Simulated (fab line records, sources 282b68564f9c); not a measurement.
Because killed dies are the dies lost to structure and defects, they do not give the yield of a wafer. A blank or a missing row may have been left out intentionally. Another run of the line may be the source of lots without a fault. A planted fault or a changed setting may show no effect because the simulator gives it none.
Matching of chambers    flow ritCmos    rieSi-01 running RIT_GATE_ETCH_19: 4 sister chambers
The step etches poly-Si in SF6/CHF3/O2, stops on SiO2, time 165 s, target depth 312.5 nm. 14 wafers are shown with their chamber, then 6 later ones without.

== EACH WAFER AND ITS CHAMBER ==
wafer   chamber  drypumpMotorCurrentA (A)  throttleValvePct (%)  oesProductAu (a.u.)
L270.2  3        6.1                       10.46                 0.853
L270.4  0        5.9                       10.03                 0.818
L270.6  3        6.1                       10.46                 0.858
L274.2  0        5.9                       10.03                 0.812
L274.3  2        5.5                       10.43                 0.858
L274.5  2        5.5                       10.44                 0.863
L276.2  2        5.4                       10.45                 0.868
L276.5  2        5.5                       10.44                 0.866
L276.6  1        5.0                       10.35                 0.855
L278.1  1        5.0                       10.37                 0.870
L278.2  2        5.5                       10.45                 0.867
L278.6  2        5.5                       10.45                 0.875
L280.3  3        6.1                       10.47                 0.864
L280.4  1        5.0                       10.35                 0.860

SIGNATURES (averages over the wafers above)
reading               chamber 0  chamber 1  chamber 2  chamber 3  scatter within a chamber
drypumpMotorCurrentA  5.900      5.000      5.483      6.100      0.0289
throttleValvePct      10.0300    10.3567    10.4433    10.4633    0.00816
oesProductAu          0.81500    0.86167    0.86617    0.85833    0.00595
Rule: a wafer's distance from a chamber is the root of the sum, over the readings, of the square of ((its reading less the chamber's mean) divided by the reading's scatter). If the next closest chamber is less than 2 further off than the closest, the wafer can't be placed; otherwise it belongs to the closest. The scatter: the root of (the sum of the squares of (reading less its chamber's mean) over the shown wafers, divided by (wafers less chambers)).

== WAFERS WITH NO CHAMBER GIVEN ==
wafer   drypumpMotorCurrentA (A)  throttleValvePct (%)  oesProductAu (a.u.)
L280.5  6.1                       10.47                 0.866
L282.2  5.0                       10.34                 0.843
L282.5  5.0                       10.35                 0.855
L282.6  5.9                       10.02                 0.817
L290.3  5.4                       10.44                 0.863
L290.6  6.1                       10.47                 0.860

== CHAMBER TAKEN BY EACH ==
wafer   from the rows above  in truth
L280.5  3                    3
L282.2  1                    1
L282.5  1                    1
L282.6  0                    0
L290.3  2                    2
L290.6  3                    3
Correctly placed: 6 of 6. Number that these rows cannot place: 0. Number placed wrongly: 0.
